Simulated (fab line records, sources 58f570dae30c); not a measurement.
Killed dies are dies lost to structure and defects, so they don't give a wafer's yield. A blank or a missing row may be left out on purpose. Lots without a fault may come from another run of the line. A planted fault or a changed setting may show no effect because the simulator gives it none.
Chamber matching | flow berkeley_cmos170 | UCB170_V2_ETCH_14 on rie_diel-02: 4 sister chambers
The step etches SiO2 in CHF3/CF4/Ar, stops on Al, target depth 1250 nm, time 291 s. 16 wafers are shown with their chamber, then 8 later ones without.

WAFERS WITH THEIR CHAMBER
wafer  | chamber | throttle_valve_pct (%) | oes_product_au (a.u.) | mfc_ar_sccm (sccm)
L373.1 | 1       | 7.08                   | 0.863                 | 149.4
L373.3 | 0       | 6.93                   | 0.851                 | 150.3
L373.6 | 1       | 7.07                   | 0.874                 | 150.6
L378.1 | 1       | 7.08                   | 0.863                 | 150.0
L378.2 | 2       | 7.13                   | 0.850                 | 150.2
L378.3 | 0       | 6.92                   | 0.856                 | 149.9
L383.1 | 0       | 6.94                   | 0.864                 | 149.6
L383.2 | 1       | 7.07                   | 0.874                 | 149.6
L383.5 | 3       | 7.17                   | 0.854                 | 150.5
L381.4 | 3       | 7.17                   | 0.859                 | 150.4
L381.5 | 0       | 6.91                   | 0.858                 | 150.6
L381.6 | 3       | 7.17                   | 0.863                 | 149.9
L385.3 | 2       | 7.14                   | 0.853                 | 150.3
L385.4 | 1       | 7.07                   | 0.871                 | 150.5
L385.6 | 2       | 7.12                   | 0.844                 | 150.7
L387.4 | 0       | 6.93                   | 0.858                 | 150.4

SIGNATURES (means of the wafers above)
reading            | chamber 0 | chamber 1 | chamber 2 | chamber 3 | scatter within a chamber
throttle_valve_pct | 6.9260    | 7.0740    | 7.1300    | 7.1700    | 0.00837
oes_product_au     | 0.85740   | 0.86900   | 0.84900   | 0.85867   | 0.00497
mfc_ar_sccm        | 150.160   | 150.020   | 150.400   | 150.267   | 0.421
Rule: a wafer's distance from a chamber is the root of the sum, over the readings, of the square of ((its reading less the chamber's mean) divided by the reading's scatter). The wafer belongs to the nearest chamber; if the next one is less than 2 further off, it can't be placed. The scatter: the root of (the sum of the squares of (reading less its chamber's mean) over the shown wafers, divided by (wafers less chambers)).

WAFERS WITHOUT THEIR CHAMBER
wafer  | throttle_valve_pct (%) | oes_product_au (a.u.) | mfc_ar_sccm (sccm)
L387.5 | 7.08                   | 0.863                 | 150.5
L387.6 | 6.92                   | 0.851                 | 150.1
L391.2 | 6.92                   | 0.858                 | 150.3
L391.3 | 7.13                   | 0.847                 | 150.0
L391.4 | 7.08                   | 0.869                 | 151.1
L395.2 | 7.13                   | 0.852                 | 149.9
L395.3 | 7.07                   | 0.873                 | 150.1
L395.6 | 6.94                   | 0.857                 | 149.1

WHICH CHAMBER EACH WENT THROUGH
wafer  | from the rows above | in truth
L387.5 | 1                   | 1
L387.6 | 0                   | 0
L391.2 | 0                   | 0
L391.3 | 2                   | 2
L391.4 | 1                   | 1
L395.2 | 2                   | 2
L395.3 | 1                   | 1
L395.6 | 0                   | 0
Placed correctly: 8 of 8. Can't be placed from these rows: 0. Placed wrongly: 0.
